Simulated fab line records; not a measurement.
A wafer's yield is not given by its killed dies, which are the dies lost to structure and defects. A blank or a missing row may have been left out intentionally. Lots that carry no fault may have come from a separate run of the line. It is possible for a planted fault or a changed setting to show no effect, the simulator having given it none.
Commonality check across tools -- flow rit cmos -- Sampled: 14 lots, 42 wafers

## WHAT PROMPTED THE OPENING
Of 14 lots, 2 have the reading PSD_TW flagged at RIT_PSD_TW_MEAS_10. Wafers without a fault read 3443, standard deviation 33.
Rule: a lot is flagged in two cases, either no wafer of it has a number, or all its wafers with numbers fall more than 4 standard deviations from that mean. The other lots count as sound.

lot,measured,on,"PSD_TW, wafer by wafer",flag
L358,day 3 07:08,film metro-04,3490 3484 3495,
L361,day 3 19:37,film metro-02,3373 3381 3403,
L362,day 4 03:03,film metro-04,3464 3465 3463,
L364,day 4 11:55,film metro-04,3479 3463 3487,
L366,day 4 23:22,film metro-02,3146 3141 3137,FLAGGED
L367,day 5 05:58,film metro-04,3464 3486 3465,
L369,day 5 12:51,film metro-03,3182 3168 3177,FLAGGED
L373,day 6 08:37,film metro-03,3456 3456 3450,
L375,day 6 16:38,film metro-03,3430 3420 3429,
L376,day 6 23:25,film metro-04,3466 3476 3463,
L377,day 7 01:43,film metro-03,3467 3450 3476,
L378,day 7 06:43,film metro-03,3456 3470 3474,
L380,day 7 19:43,film metro-02,3444 3454 3461,
L381,day 7 21:13,film metro-03,3458 3465 3449,
Average over the flagged lots: 3158; offset from the usual -284, equal to -9 standard deviations.

## LOT BY LOT: THE TOOL USED
The record keeps 1 process step preceding the reading, out of 202 steps on the route. Cell contents, in order: the tool; ch with the chambers the sampled wafers went through; the start.
lot,flag,RIT_PSD_IMPLANT_08
L358,,"implanter-04 ch 0, day 3 06:50"
L361,,"implanter-02 ch 0, day 3 19:19"
L362,,"implanter-01 ch 0, day 4 02:43"
L364,,"implanter-04 ch 0, day 4 11:37"
L366,FLAGGED,"implanter-02 ch 0, day 4 23:02"
L367,,"implanter-04 ch 0, day 5 05:39"
L369,FLAGGED,"implanter-02 ch 0, day 5 12:32"
L373,,"implanter-01 ch 0, day 6 08:17"
L375,,"implanter-04 ch 0, day 6 16:20"
L376,,"implanter-01 ch 0, day 6 23:05"
L377,,"implanter-01 ch 0, day 7 01:24"
L378,,"implanter-01 ch 0, day 7 06:23"
L380,,"implanter-02 ch 0, day 7 19:25"
L381,,"implanter-01 ch 0, day 7 20:53"
These steps, and what they do:
- RIT_PSD_IMPLANT_08
- RIT_PSD_TW_MEAS_10

## FLAGGED OVER TOTAL, TOOL BY TOOL (the gauges that took the reading come last)
step,tool,lots run,flagged,share of the flagged lots,sound lots run after its first flagged lot
RIT_PSD_IMPLANT_08,implanter-01,6,0,none,-
RIT_PSD_IMPLANT_08,implanter-02,4,2,all,1 (L380)
RIT_PSD_IMPLANT_08,implanter-04,4,0,none,-
RIT_PSD_TW_MEAS_10,film metro-02,3,1,some,1 (L380)
RIT_PSD_TW_MEAS_10,film metro-03,6,1,some,"5 (L373,L375,L377,L378,L381)"
RIT_PSD_TW_MEAS_10,film metro-04,5,0,none,-

## THE TABLE: WHAT IT ALLOWS
All flagged lots share 1 row of the table, namely implanter-02 at RIT_PSD_IMPLANT_08.
- implanter-02 at RIT_PSD_IMPLANT_08 ran 4 lots, 2 of them flagged. Sound lots followed the first flagged one (L380) on it, something a lasting fault affecting the whole tool could not allow. Its own readings lie more than 4 standard deviations out on every wafer of the flagged lots: dose ions cm2, faraday current uA.
None of the table's rows ran every flagged lot and, after the first, no sound lot.

## WHAT THE SIMULATOR HAD PUT IN
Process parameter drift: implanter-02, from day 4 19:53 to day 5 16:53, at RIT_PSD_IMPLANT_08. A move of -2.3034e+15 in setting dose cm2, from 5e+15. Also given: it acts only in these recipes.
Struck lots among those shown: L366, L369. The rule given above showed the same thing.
